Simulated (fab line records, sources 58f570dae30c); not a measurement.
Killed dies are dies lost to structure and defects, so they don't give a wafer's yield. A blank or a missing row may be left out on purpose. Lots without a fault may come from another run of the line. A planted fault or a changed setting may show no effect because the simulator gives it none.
Tool commonality check | flow berkeley_cmos170 | 14 lots, 48 wafers sampled

WHY IT WAS OPENED
At UCB170_SDANNEAL_RS_MEAS_04 the reading PLDD_RS is flagged on 2 of 14 lots. Wafers without a fault read 1032.0 ohm/sq, standard deviation 2.7.
Rule: a lot is flagged when every wafer of it that has a number lies more than 4 standard deviations from that mean, or none has a number. The other lots count as sound.

lot  | measured     | on            | PLDD_RS (ohm/sq), wafer by wafer          | flag
L716 | day 6 17:07  | film_metro-04 | 1032.2 1032.0 1030.5                      |
L717 | day 6 23:55  | film_metro-04 | 1035.3 1033.7 1035.7                      |
L719 | day 7 14:04  | film_metro-02 | 1030.4 1030.4 1030.2                      |
L720 | day 7 14:07  | film_metro-01 | 1031.4 1028.9 1029.7                      |
L721 | day 7 14:36  | film_metro-01 | 1035.3 1033.9 1031.5                      |
L722 | day 8 06:55  | film_metro-01 | 1027.5 1029.3 1029.4                      |
L726 | day 8 16:17  | film_metro-04 | 1062.7 1067.9 1067.2 1064.1 1066.0 1065.8 | FLAGGED
L727 | day 8 17:35  | film_metro-02 | 1064.6 1064.6 1063.8 1065.4 1063.9 1063.9 | FLAGGED
L728 | day 9 04:57  | film_metro-01 | 1035.2 1035.2 1034.5                      |
L732 | day 9 21:30  | film_metro-01 | 1034.6 1036.4 1034.3                      |
L734 | day 10 05:04 | film_metro-04 | 1029.6 1029.1 1031.4                      |
L736 | day 10 18:52 | film_metro-02 | 1028.2 1030.1 1030.0                      |
L737 | day 10 19:16 | film_metro-04 | 1029.1 1032.3 1032.3                      |
L738 | day 11 09:01 | film_metro-02 | 1029.4 1029.6 1031.0                      |
The numbers of the flagged lots are 1065.0 ohm/sq on average: +33.0 ohm/sq against the usual, or +12 standard deviations.

WHICH TOOL RAN EACH LOT
The record holds 2 process steps before the reading, out of a route of 331 steps. In each cell: the tool, then ch and the chambers that the sampled wafers went through, then the start.
lot  | flag    | UCB170_NVT_STRIP_08                 | UCB170_PLDD_IMPLANT_09
L716 |         | plasma_asher-04 ch 0,1, day 5 08:14 | implanter-01 ch 0, day 6 01:26
L717 |         | plasma_asher-03 ch 1, day 5 17:53   | implanter-03 ch 0, day 6 10:12
L719 |         | plasma_asher-03 ch 0,1, day 6 07:06 | implanter-04 ch 0, day 6 22:08
L720 |         | plasma_asher-04 ch 0,1, day 6 07:22 | implanter-01 ch 0, day 6 22:17
L721 |         | plasma_asher-02 ch 0,1, day 6 06:50 | implanter-01 ch 0, day 6 21:59
L722 |         | plasma_asher-03 ch 0,1, day 7 01:26 | implanter-01 ch 0, day 7 18:07
L726 | FLAGGED | plasma_asher-02 ch 0,1, day 7 09:01 | implanter-01 ch 0, day 8 03:57
L727 | FLAGGED | plasma_asher-04 ch 0,1, day 7 09:17 | implanter-01 ch 0, day 8 04:43
L728 |         | plasma_asher-02 ch 0,1, day 7 22:51 | implanter-03 ch 0, day 8 18:22
L732 |         | plasma_asher-04 ch 0,1, day 8 16:20 | implanter-03 ch 0, day 9 07:34
L734 |         | plasma_asher-04 ch 0,1, day 8 23:05 | implanter-03 ch 0, day 9 16:14
L736 |         | plasma_asher-03 ch 0,1, day 9 14:53 | implanter-03 ch 0, day 10 05:58
L737 |         | plasma_asher-02 ch 0,1, day 9 15:21 | implanter-03 ch 0, day 10 08:44
L738 |         | plasma_asher-03 ch 0,1, day 9 23:08 | implanter-04 ch 0, day 10 17:10
What these steps do:
- UCB170_NVT_STRIP_08: strips in O2.
- UCB170_PLDD_IMPLANT_09
- UCB170_SDANNEAL_RS_MEAS_04: measures by four-point-probe.

FLAGGED OVER TOTAL, TOOL BY TOOL (the gauges that took the reading come last)
step                       | tool            | lots run | flagged | share of the flagged lots | sound lots run after its first flagged lot
UCB170_NVT_STRIP_08        | plasma_asher-02 | 4        | 1       | some                      | 2 (L728,L737)
UCB170_NVT_STRIP_08        | plasma_asher-03 | 5        | 0       | none                      | -
UCB170_NVT_STRIP_08        | plasma_asher-04 | 5        | 1       | some                      | 2 (L732,L734)
UCB170_PLDD_IMPLANT_09     | implanter-01    | 6        | 2       | all                       | 0
UCB170_PLDD_IMPLANT_09     | implanter-03    | 6        | 0       | none                      | -
UCB170_PLDD_IMPLANT_09     | implanter-04    | 2        | 0       | none                      | -
UCB170_SDANNEAL_RS_MEAS_04 | film_metro-01   | 5        | 0       | none                      | -
UCB170_SDANNEAL_RS_MEAS_04 | film_metro-02   | 4        | 1       | some                      | 2 (L736,L738)
UCB170_SDANNEAL_RS_MEAS_04 | film_metro-04   | 5        | 1       | some                      | 2 (L734,L737)

WHAT THE TABLE ALLOWS
1 row of the table ran every flagged lot: implanter-01 at UCB170_PLDD_IMPLANT_09.
- implanter-01 at UCB170_PLDD_IMPLANT_09: 2 of its 6 lots flagged. Its last sound lot is L722 (day 7 18:07), its first flagged lot L726 (day 8 03:57): a fault that began between those two fits. Its own readings lie more than 4 standard deviations out on every wafer of the flagged lots: dose_ions_cm2.
One tool is left: implanter-01 at UCB170_PLDD_IMPLANT_09.

WHAT THE SIMULATOR HAD PUT IN
Process parameter drift: implanter-01, from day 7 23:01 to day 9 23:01, at UCB170_PLDD_IMPLANT_09. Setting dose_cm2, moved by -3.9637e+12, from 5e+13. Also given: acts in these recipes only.
Lots struck among those shown: L726, L727. The rule above found the same.
